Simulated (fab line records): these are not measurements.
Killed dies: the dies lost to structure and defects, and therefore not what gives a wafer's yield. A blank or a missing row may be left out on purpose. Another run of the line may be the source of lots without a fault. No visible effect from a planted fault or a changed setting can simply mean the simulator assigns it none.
One fault through the eyes of 2 desks -- flow berkeley cmos170 -- only its own numbers are on each desk; what lay behind them is given at the end

TOOL OWNER'S DESK, implanter-03
For each lot that ran on this tool, the mean over its sampled wafers that have a number, from the tool's own readings at UCB170_PLDD_IMPLANT_09. If a lot's mean is further than 4 standard deviations from the usual mean, the lot is out of limits and carries the mark OUT (the distance appears in the brackets).
Columns: A = end station pressure torr at UCB170_PLDD_IMPLANT_09, usual 5.12e-06 Torr; B = tilt deg at UCB170_PLDD_IMPLANT_09, usual 7.005 degrees
lot,first seen here,A,B
L330,day 8 07:08,4.81e-06,6.987
L327,day 8 08:02,5.32e-06,6.996
L336,day 9 06:46,5.04e-06,7.032
L338,day 9 17:29,5.18e-06,7.013
L344,day 11 03:17,4.99e-06,7.002
L343,day 11 03:50,5.45e-06,4.068 (-99 or more) OUT
L346,day 12 12:38,5.02e-06,4.058 (-99 or more) OUT
This desk's finding: out of limits on L343, L346; first on L343, day 11 03:50 (tilt deg at UCB170_PLDD_IMPLANT_09). Within limits: L330, L327, L336, L338, L344.

METROLOGY DESK
What the gauges read, lot by lot, whatever tool the lot ran on: means of the sampled wafers that have a number. If a lot's mean is further than 4 standard deviations from the usual mean, the lot is out of limits and carries the mark OUT (the distance appears in the brackets).
Columns: A = PVT_OVL at UCB170_PVT_OVL_MEAS_06, usual -2 nm
lot,first seen here,A
L326,day 6 03:19,1
L328,day 7 01:54,-8
L327,day 7 10:50,-9
L330,day 7 11:16,4
L331,day 7 21:14,1
L336,day 8 13:38,13
L335,day 8 13:52,-6
L337,day 8 23:52,3
L338,day 9 00:03,-2
L343,day 10 03:20,-8
L344,day 10 04:02,1
L346,day 11 17:08,-3
L349,day 12 04:11,-8
L348,day 12 04:27,-2
This desk found nothing out of limits on any of the 14 lots.

ALL TOGETHER
The tool owner's desk had the chance to raise an alarm at day 11 03:50 on L343, L346.
Metrology desk: nothing out of limits seen.
The metrology desk holds a record of L343, L346, inside its limits.
UCB170_PLDD_IMPLANT_09 was run on implanter-03 by each of the lots named.

WHAT HAD BEEN PUT IN BY THE SIMULATOR
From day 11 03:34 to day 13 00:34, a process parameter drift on implanter-03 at UCB170_PLDD_IMPLANT_09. The setting tilt deg was moved by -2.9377, starting from 7. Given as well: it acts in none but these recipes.
Lots struck among those shown: L343, L346.
Delay in hours, fault start to first out-of-limits reading, by desk: the tool owner's desk at 0.
